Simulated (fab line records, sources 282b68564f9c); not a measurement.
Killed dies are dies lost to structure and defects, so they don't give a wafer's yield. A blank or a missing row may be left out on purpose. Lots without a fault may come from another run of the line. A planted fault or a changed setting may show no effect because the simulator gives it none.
fab line records | flow rit_cmos
record lots=14 wafers=42 last_day=7
route steps=202 shown ACTIVE@8 PWELL@45 PRETRO@70 GATE@92 M1@202
lots that met no fault: from a run of the same line without faults
start_h: hours from the record's first day to the start of the lot's first wafer shown | wait_h: hours since the lot's step before | " the same as in the row above | L1.1+2: a row that stands for several wafers | - no value, or no start given | * or withheld: withheld | < > ~ a bound
route shown NAME@n: a module of which the file shows steps, and the number in the route of the first | usual: mean/standard deviation of fault-free wafers | same: alike in all rows | chamber/n: place in a boat | sites: the reading at each site | _std_site: their standard deviation | _edge_site: outer sites' mean less inner sites' | radius_mm: how far each site lies from the wafer's centre | mask NAME#n: copy n | behind: the tool/chamber that last shaped the wafer | hold: why the lot was held/for how many hours/how that ended | device: the transistor (n, p or np) that didn't switch | end of line: the same wafers' tests at the end of the route | a step without rows: its recipe alone | killed: dies lost to structure and defects at the first sort, not the wafer's yield | map: a wafer's dies, x killed, . not, _ none there
set.NAME: the setting as run; set.NAME@STEP: as run at that earlier step | model.NAME: the simulator's own value behind a step, which no gauge read
steps of the route over a sample of lots; a table a step, a row a wafer
## steps
# step RIT_ACTIVE_SOFTBAKE_07
# recipe resist=NOVOLAK temp_c=90 time_s=58.26
# usual chill_plate_temp_C=22.98/0.11 exhaust_pa=45.0/0.84 heater_power_total_W=34.86/0.055 plate_temp_C=89.98/0.11
# columns lot.wafer tool chamber start_h wait_h chill_plate_temp_C exhaust_pa heater_power_total_W plate_temp_C
L252.1 litho_track-02 0 15.34 0.1 22.86 45.5 34.89 89.85
L252.3 " 0 " " 23.19 45.8 34.81 89.88
L252.5 " 0 " " 22.84 45.0 34.85 89.93
L253.1 litho_track-04 0 18.89 0.1 22.83 45.3 34.82 89.88
L253.2 " 0 " " 23.00 45.1 34.90 89.94
L253.4 " 0 " " 22.92 44.6 34.87 89.97
L256.1 litho_track-02 0 33.94 0.1 23.02 44.2 34.84 90.06
L256.2 " 0 " " 23.08 44.3 34.82 90.02
L256.6 " 0 " " 22.94 45.4 34.94 90.12
L257.1 litho_track-02 0 38.89 0.1 23.01 45.6 34.91 90.08
L257.2 " 0 " " 23.00 44.0 34.83 89.84
L257.5 " 0 " " 22.98 45.4 34.86 89.97
L258.1 litho_track-02 0 43.89 0.1 23.10 46.0 34.78 89.89
L258.3 " 0 " " 22.99 44.3 34.79 89.85
L258.5 " 0 " " 23.10 44.9 34.85 90.01
L262.2 litho_track-04 0 63.98 0.1 23.08 45.3 34.89 89.92
L262.4 " 0 " " 23.12 45.9 34.90 90.04
L262.6 " 0 " " 22.91 46.1 34.83 89.95
L263.3 litho_track-01 0 68.94 0.1 22.95 43.8 34.86 90.07
L263.5 " 0 " " 22.88 45.3 34.91 90.05
L263.6 " 0 " " 22.97 44.3 34.88 90.02
L264.2 litho_track-02 0 73.92 0.1 22.91 43.9 34.85 89.80
L264.5 " 0 " " 22.90 43.2 34.90 89.79
L264.6 " 0 " " 22.92 42.4 34.87 89.92
L266.3 litho_track-04 0 83.94 0.1 23.21 46.0 37.29 94.38
L266.4 " 0 " " 22.91 45.1 37.26 94.19
L266.6 " 0 " " 23.08 46.8 37.26 94.33
L267.1 litho_track-01 0 89.22 0.1 22.84 46.7 34.94 89.79
L267.2 " 0 " " 22.93 44.8 34.85 90.02
L267.6 " 0 " " 23.03 44.8 34.89 90.03
L270.1 litho_track-01 0 107.17 0.1 22.81 45.7 34.80 90.21
L270.2 " 0 " " 23.05 45.6 34.88 90.14
L270.3 " 0 " " 22.99 45.0 34.87 89.95
L271.1 litho_track-04 0 108.89 0.1 23.06 45.0 37.29 94.62
L271.3 " 0 " " 23.23 45.2 37.25 94.35
L271.6 " 0 " " 23.19 45.5 37.20 94.26
L273.1 litho_track-02 0 118.89 0.1 22.99 43.9 34.82 89.76
L273.4 " 0 " " 22.89 44.4 34.87 90.02
L273.5 " 0 " " 23.09 44.0 34.82 89.97
L274.2 litho_track-01 0 123.95 0.1 23.09 45.1 34.84 90.15
L274.3 " 0 " " 22.90 44.0 34.92 90.18
L274.6 " 0 " " 23.13 44.2 34.76 90.02
# step RIT_PWELL_OVL_MEAS_06
# usual PWELL_OVL=0.1/1.5
# columns lot.wafer tool chamber start_h wait_h PWELL_OVL[nm]
L252.1 overlay-01 - 25.42 - 1.4
L252.3 " - " " -0.8
L252.5 " - " " 1.6
L253.1 overlay-01 - 27.34 - -0.6
L253.2 " - " " 1.0
L253.4 " - " " 0.6
L256.1 overlay-02 - 41.88 - -1.6
L256.2 " - " " -2.4
L256.6 " - " " -0.6
L257.1 overlay-02 - 50.22 - 0.0
L257.2 " - " " 2.0
L257.5 " - " " -0.3
L258.1 overlay-01 - 53.37 - 0.0
L258.3 " - " " -0.9
L258.5 " - " " -2.1
L262.2 overlay-01 - 72.29 - 1.5
L262.4 " - " " 1.8
L262.6 " - " " 1.6
L263.3 overlay-01 - 79.70 - 1.3
L263.5 " - " " 0.2
L263.6 " - " " 1.1
L264.2 overlay-02 - 82.95 - 2.2
L264.5 " - " " 0.9
L264.6 " - " " 1.7
L266.3 overlay-02 - 92.16 - 2.1
L266.4 " - " " 0.4
L266.6 " - " " 2.7
L267.1 overlay-01 - 98.45 - 1.4
L267.2 " - " " 2.6
L267.6 " - " " 2.2
L270.1 overlay-01 - 116.97 - -2.6
L270.2 " - " " -0.2
L270.3 " - " " -1.6
L271.1 overlay-01 - 117.32 - 1.7
L271.3 " - " " -0.7
L271.6 " - " " -1.0
L273.1 overlay-02 - 127.67 - 2.0
L273.4 " - " " -0.2
L273.5 " - " " -3.2
L274.2 overlay-01 - 132.28 - 1.3
L274.3 " - " " 0.5
L274.6 " - " " -1.0
# step RIT_PRETRO_OVL_MEAS_06
# usual PRETRO_OVL=0.2/1.3
# columns lot.wafer tool chamber start_h wait_h PRETRO_OVL[nm]
L252.1 overlay-02 - 34.80 - 0.2
L252.3 " - " " 0.6
L252.5 " - " " 0.5
L253.1 overlay-02 - 36.13 - -2.8
L253.2 " - " " 0.2
L253.4 " - " " 0.0
L256.1 overlay-01 - 52.09 - -0.5
L256.2 " - " " 1.2
L256.6 " - " " 0.9
L257.1 overlay-01 - 59.12 - 1.1
L257.2 " - " " -1.0
L257.5 " - " " 0.3
L258.1 overlay-02 - 61.92 - -2.0
L258.3 " - " " -3.0
L258.5 " - " " -4.4
L262.2 overlay-02 - 80.86 - -1.2
L262.4 " - " " -0.6
L262.6 " - " " -2.9
L263.3 overlay-02 - 88.13 - -1.0
L263.5 " - " " 0.2
L263.6 " - " " 1.4
L264.2 overlay-01 - 92.34 - -1.8
L264.5 " - " " -1.5
L264.6 " - " " -0.3
L266.3 overlay-02 - 100.71 - 0.7
L266.4 " - " " -1.8
L266.6 " - " " -0.2
L267.1 overlay-02 - 107.60 - -0.2
L267.2 " - " " 1.8
L267.6 " - " " -0.7
L270.1 overlay-01 - 125.85 - 2.4
L270.2 " - " " 1.4
L270.3 " - " " 2.1
L271.1 overlay-01 - 126.16 - 0.2
L271.3 " - " " -1.4
L271.6 " - " " 1.9
L273.1 overlay-01 - 136.47 - -0.6
L273.4 " - " " 2.1
L273.5 " - " " 1.3
L274.2 overlay-02 - 140.83 - 1.7
L274.3 " - " " 1.0
L274.6 " - " " 1.2
# step RIT_GATE_CD_MEAS_16
# recipe target_cd_nm=150
# usual cd_nm=148.2/2.2
# columns lot.wafer tool chamber start_h wait_h cd_nm
L252.1 cd_sem-01 - 40.46 - 145.2
L252.3 " - " " 148.7
L252.5 " - " " 146.6
L253.1 cd_sem-01 - 41.19 - 147.6
L253.2 " - " " 147.0
L253.4 " - " " 146.8
L256.1 cd_sem-02 - 57.27 - 146.9
L256.2 " - " " 145.6
L256.6 " - " " 145.8
L257.1 cd_sem-02 - 65.29 - 152.1
L257.2 " - " " 150.7
L257.5 " - " " 149.9
L258.1 cd_sem-01 - 66.98 - 150.3
L258.3 " - " " 150.6
L258.5 " - " " 148.8
L262.2 cd_sem-01 - 86.20 - 144.7
L262.4 " - " " 144.8
L262.6 " - " " 145.6
L263.3 cd_sem-01 - 93.82 - 148.2
L263.5 " - " " 150.2
L263.6 " - " " 148.8
L264.2 cd_sem-02 - 97.64 - 148.8
L264.5 " - " " 150.9
L264.6 " - " " 149.0
L266.3 cd_sem-01 - 107.87 - 151.0
L266.4 " - " " 149.3
L266.6 " - " " 149.1
L267.1 cd_sem-02 - 112.68 - 143.6
L267.2 " - " " 145.4
L267.6 " - " " 143.2
L270.1 cd_sem-02 - 131.33 - 149.7
L270.2 " - " " 149.2
L270.3 " - " " 148.8
L271.1 cd_sem-02 - 132.61 - 146.8
L271.3 " - " " 147.7
L271.6 " - " " 148.5
L273.1 cd_sem-02 - 142.02 - 148.2
L273.4 " - " " 149.6
L273.5 " - " " 147.5
L274.2 cd_sem-02 - 146.20 - 142.5
L274.3 " - " " 146.6
L274.6 " - " " 145.9
# step RIT_M1_PROBE_99
# usual killed_at_M0_to_M3=0.0/0.12 killed_at_contacts=0.1/0.31 killed_at_front_end=7/3.2 killed_dies=7/3.2 killed_open=3.6/2.1 killed_short=3.5/2.1
# same gross_dies=264 killed_at_M4_up=0 killed_at_back_side=0 killed_at_other=0
# columns lot.wafer tool chamber start_h wait_h killed_at_M0_to_M3 killed_at_contacts killed_at_front_end killed_dies killed_open killed_short
L263.3 prober-01 - 115.79 0.2 0 0 6 6 3 3
L263.5 prober-01 - 115.89 0.2 0 0 6 6 5 1
L263.6 prober-01 - 115.94 0.2 0 0 4 4 2 2
L264.2 prober-02 - 120.14 0.1 0 0 10 10 5 5
L264.5 prober-02 - 120.29 0.2 0 0 5 5 3 2
L264.6 prober-02 - 120.34 0.2 0 0 6 6 3 3
L266.3 prober-02 - 129.80 0.2 0 0 6 6 4 2
L266.4 prober-02 - 129.85 0.2 0 0 13 13 6 7
L266.6 prober-02 - 129.95 0.2 0 0 5 5 4 1
L267.1 prober-01 - 132.82 0.1 0 0 3 3 1 2
L267.2 prober-01 - 132.87 0.1 0 0 8 8 4 4
L267.6 prober-01 - 133.07 0.2 0 0 7 7 5 2
L270.1 prober-02 - 153.58 0.1 0 0 5 5 1 4
L270.2 prober-02 - 153.63 0.1 0 0 8 8 3 5
L270.3 prober-02 - 153.68 0.2 0 0 9 9 4 5
L274.2 prober-02 - 167.92 0.1 0 0 4 4 2 2
L274.3 prober-02 - 167.97 0.2 0 1 6 7 4 3
L274.6 prober-02 - 168.12 0.2 0 0 4 4 2 2
# killed by level:class
L263.3 FOX1:geometric_particle:short=2 FOX1:geometric_particle:open=2 GATE:geometric_particle:short=1 REOX:geometric_particle:open=1
L263.5 GATE:geometric_particle:open=2 REOX:geometric_particle:open=2 GATE:geometric_particle:short=1 SPACER:geometric_particle:open=1
L263.6 FOX1:geometric_particle:open=1 GATE:geometric_particle:open=1 GATE:geometric_particle:short=1 SPACER:geometric_particle:short=1
L264.2 GATE:geometric_particle:short=2 ACTIVE:geometric_particle:short=1 FOX1:geometric_particle:open=1 FOX2:geometric_particle:open=1 GATE:geometric_particle:open=1 REOX:geometric_particle:open=1 SPACER:geometric_particle:open=1 SPACER:geometric_particle:short=1
L264.5 FOX1:geometric_particle:short=1 FOX1:geometric_particle:open=1 REOX:geometric_particle:open=1 SPACER:geometric_particle:open=1 SILICIDE:geometric_particle:short=1
L264.6 SILICIDE:geometric_particle:short=2 GATE:geometric_particle:short=1 GATE:geometric_particle:open=1 REOX:geometric_particle:open=1 SILICIDE:geometric_particle:open=1
L266.3 GATE:geometric_particle:open=3 FOX1:geometric_particle:open=1 REOX:geometric_particle:short=1 SILICIDE:geometric_particle:short=1
L266.4 SILICIDE:geometric_particle:open=5 GATE:geometric_particle:short=4 SPACER:geometric_particle:short=2 GATE:geometric_particle:open=1 SILICIDE:geometric_particle:short=1
L266.6 SILICIDE:geometric_particle:open=3 FOX2:geometric_particle:short=1 REOX:geometric_particle:open=1
L267.1 GATE:geometric_particle:short=2 FOX1:geometric_particle:open=1
L267.2 GATE:geometric_particle:open=3 FOX1:geometric_particle:open=1 FOX1:geometric_particle:short=1 FOX2:geometric_particle:short=1 GATE:geometric_particle:short=1 SPACER:geometric_particle:short=1
L267.6 GATE:geometric_particle:open=4 GATE:geometric_particle:short=1 SILICIDE:geometric_particle:open=1 SILICIDE:geometric_particle:short=1
L270.1 FOX1:geometric_particle:short=1 FOX2:geometric_particle:short=1 REOX:geometric_particle:open=1 REOX:geometric_particle:short=1 SPACER:geometric_particle:short=1
L270.2 GATE:geometric_particle:short=2 GATE:geometric_particle:open=2 REOX:geometric_particle:short=2 REOX:geometric_particle:open=1 SPACER:geometric_particle:short=1
L270.3 GATE:geometric_particle:short=2 REOX:geometric_particle:open=2 FOX1:geometric_particle:open=1 REOX:geometric_particle:short=1 FOX2:geometric_particle:short=1 GATE:geometric_particle:open=1 SILICIDE:geometric_particle:short=1
L274.2 FOX1:geometric_particle:short=2 FOX2:geometric_particle:open=2
L274.3 GATE:geometric_particle:open=2 GATE:geometric_particle:short=2 REOX:geometric_particle:open=1 SPACER:geometric_particle:short=1 CONTACT:geometric_particle:open=1
L274.6 REOX:geometric_particle:short=2 REOX:geometric_particle:open=2
## key
first_sign step=RIT_ACTIVE_SOFTBAKE_07 reading=heater_power_total_W direction=up sigmas=44 usual=34.86 struck=37.26
effect step=RIT_ACTIVE_SOFTBAKE_07 reading=plate_temp_C direction=up sigmas=39 usual=* struck=*
met_at RIT_ACTIVE_SOFTBAKE_07
struck_lots L266,L271
tester_left_out L266,L271
not_acting_at RIT_PWELL_OVL_MEAS_06,RIT_PRETRO_OVL_MEAS_06,RIT_GATE_CD_MEAS_16
onset_between 63.98 83.94
fault kind=process_parameter_drift tool=litho_track-04 chamber=- onset_h=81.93 steps=RIT_ACTIVE_SOFTBAKE_07 channel=temp_c offset=* shape=step end_h=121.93 acts_in=* stated=*
# tester_left_out: of these lots the tester's yield and bins aren't shown, on N5 and GAA mostly nor the transistor test; their killed dies are dies lost to structure and defects alone, not to doping, threshold or leakage, so they don't give the yield
